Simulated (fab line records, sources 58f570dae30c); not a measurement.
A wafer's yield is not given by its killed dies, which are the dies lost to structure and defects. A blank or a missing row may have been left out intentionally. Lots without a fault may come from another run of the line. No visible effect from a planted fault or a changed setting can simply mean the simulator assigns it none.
Struck lot and sound lot, side by side | flow berkeley-cmos170 | 44 out of 331 route steps
Sound: wafers L412.1, L412.3, L412.4. The struck wafers were L411.1, L411.3, L411.4. The cause is named last.
At each step with rows: each side's tool, then ch and its chambers, then its first start. Under that, the readings that differ: sound wafers | struck wafers | difference of the means | sigmas: that difference in standard deviations of wafers without a fault.
alike: a reading whose means differ by less than 2 such deviations, as well as words and numbers matching on both sides. not compared: withheld readings; readings where some wafer has no value; bounds like >300 that might hide an equal value; numbers whose values overlap and for which the record gives no deviation.
The two part at a step that has a row with sigmas, a row that says differs or no value, or rows on one side only. When numbers do not overlap yet have no deviation, they are printed without sigmas and do not part them. A reading that every wafer of one side lacks parts them only if that side has two wafers or more.

first, 1 step without rows for these wafers: UCB170_PLDD_IMPLANT_09.
UCB170_PLDD_STRIP_10: strips in O2.
  sound on plasma-asher-04 ch 0,1, day 8 22:43; struck on plasma-asher-01 ch 0,1, day 8 23:12
  alike: drypump-motor-current-A, oes-product-au, strip-time-to-endpoint-s
  not compared: rf-hours-counter-h
UCB170_PLDD_TW_MEAS_11:
  sound: film-metro-01 at day 8 22:49; struck: film-metro-01 at day 8 23:18
  alike: PLDD_TW
then, 7 steps without rows for these wafers: UCB170_PLDD_CLEAN_12 (cleans in SPM, time 600 s); UCB170_NLDD_HMDS_00 (prime time 60 s); UCB170_NLDD_COAT_01 (resist thk 900 nm); UCB170_NLDD_SOFTBAKE_02 (time 60 s); UCB170_NLDD_EXPOSE_03 (exposes mask NSELECT, target cd 1200 nm); UCB170_NLDD_PEB_04; UCB170_NLDD_DEVELOP_05 (develop time 45 s).
UCB170_NLDD_CD_MEAS_06: target cd 1200 nm.
  sound: cd-sem-01 at day 9 01:26; struck: cd-sem-02 at day 9 01:04
  alike: cd-nm
UCB170_NLDD_OVL_MEAS_07:
  sound: overlay-01 at day 9 01:33; struck: overlay-01 at day 9 01:11
  reading       | sound | struck     | difference | sigmas
  NLDD_OVL (nm) | 1 7 5 | -13 -4 -11 | -14        | -3
UCB170_NLDD_IMPLANT_08:
  sound on implanter-04 ch 0, day 9 01:35; struck on implanter-03 ch 0, day 9 01:32
  alike: rotation-deg
then, 1 step without rows for these wafers: UCB170_NLDD_IMPLANT_09.
UCB170_NLDD_STRIP_10: strips in O2.
  sound on plasma-asher-04 ch 0,1, day 9 01:53; struck on plasma-asher-01 ch 0,1, day 9 01:50
  alike: drypump-motor-current-A, oes-product-au, strip-time-to-endpoint-s
  not compared: rf-hours-counter-h
UCB170_NLDD_TW_MEAS_11:
  sound: film-metro-02 at day 9 01:59; struck: film-metro-02 at day 9 02:16
  reading | sound          | struck         | difference | sigmas
  NLDD_TW | 2190 2192 2183 | 2438 2442 2425 | +247       | +13
then, 1 step without rows for these wafers: UCB170_NLDD_CLEAN_12 (cleans in SPM, time 600 s).
UCB170_SPACER_CVD_00: deposits SiO2 from TEOS/O2, target thk 376 nm, time 47 s.
  sound on pecvd-02 ch 1,2, day 9 02:40; struck on pecvd-01 ch 0,1,2, day 9 08:23
  alike: heater-power-w, pressure-mtorr
UCB170_SPACER_THK_MEAS_01:
  sound: film-metro-01 at day 9 02:43; struck: film-metro-01 at day 9 08:27
  alike: SPACER_TEOS_THK
then, 1 step without rows for these wafers: UCB170_SPACER_ANNEAL_02 (time 1800 s).
UCB170_SPACER_ETCHBACK_03: etches SiO2 in CHF3/CF4/Ar, stops on Si, target depth 376 nm, time 100 s.
  sound on rie-diel-01 ch 0,2,3, day 9 07:01; struck on rie-diel-03 ch 0,1,3, day 9 11:13
  alike: cf4-flow-sccm, drypump-motor-current-A, oes-product-au, throttle-valve-pct
  not compared: rf-hours-counter-h
then, 6 steps without rows for these wafers: UCB170_PSD_HMDS_00 (prime time 60 s); UCB170_PSD_COAT_01 (resist thk 900 nm); UCB170_PSD_SOFTBAKE_02 (time 60 s); UCB170_PSD_EXPOSE_03 (exposes mask PSELECT MOD, target cd 1200 nm); UCB170_PSD_PEB_04; UCB170_PSD_DEVELOP_05 (develop time 45 s).
UCB170_PSD_CD_MEAS_06: target cd 1200 nm.
  sound: cd-sem-01 at day 9 09:16; struck: cd-sem-01 at day 9 12:40
  alike: cd-nm
UCB170_PSD_OVL_MEAS_07:
  sound: overlay-01 at day 9 09:23; struck: overlay-02 at day 9 12:47
  alike: PSD_OVL
then, 1 step without rows for these wafers: UCB170_PSD_IMPLANT_08.
UCB170_PSD_STRIP_09: strips in O2.
  sound on plasma-asher-02 ch 0,1, day 9 09:35; struck on plasma-asher-03 ch 0,1, day 9 13:02
  alike: drypump-motor-current-A, oes-product-au, strip-time-to-endpoint-s
  not compared: rf-hours-counter-h
UCB170_PSD_TW_MEAS_10:
  sound: film-metro-01 at day 9 09:41; struck: film-metro-02 at day 9 13:08
  alike: PSD_TW
then, 7 steps without rows for these wafers: UCB170_PSD_CLEAN_11 (cleans in SPM, time 600 s); UCB170_NSD_HMDS_00 (prime time 60 s); UCB170_NSD_COAT_01 (resist thk 900 nm); UCB170_NSD_SOFTBAKE_02 (time 60 s); UCB170_NSD_EXPOSE_03 (exposes mask NSELECT MOD, target cd 1200 nm); UCB170_NSD_PEB_04; UCB170_NSD_DEVELOP_05 (develop time 45 s).
UCB170_NSD_CD_MEAS_06: target cd 1200 nm.
  sound: cd-sem-01 at day 9 11:00; struck: cd-sem-02 at day 9 15:17
  alike: cd-nm
UCB170_NSD_OVL_MEAS_07:
  sound: overlay-01 at day 9 11:07; struck: overlay-01 at day 9 15:24
  reading      | sound     | struck  | difference | sigmas
  NSD_OVL (nm) | -11 -7 -9 | 8 -1 -2 | +11        | +2
then, 1 step without rows for these wafers: UCB170_NSD_IMPLANT_08.
UCB170_SDANNEAL_RS_MEAS_05: a four-point-probe measurement.
  sound: film-metro-04 at day 9 15:32; struck: film-metro-01 at day 9 17:27
  reading          | sound             | struck            | difference | sigmas
  NLDD_RS (ohm/sq) | 613.9 615.2 614.0 | 465.6 465.0 464.1 | -149.5     | -88
UCB170_M3_PROBE_99:
  sound wafers here have rows in the record (prober-01, day 10 14:51); struck ones have none

WHERE THEY PART
First at UCB170_NLDD_OVL_MEAS_07; last, within this record, at UCB170_M3_PROBE_99.

WHY: the cause the simulator had injected
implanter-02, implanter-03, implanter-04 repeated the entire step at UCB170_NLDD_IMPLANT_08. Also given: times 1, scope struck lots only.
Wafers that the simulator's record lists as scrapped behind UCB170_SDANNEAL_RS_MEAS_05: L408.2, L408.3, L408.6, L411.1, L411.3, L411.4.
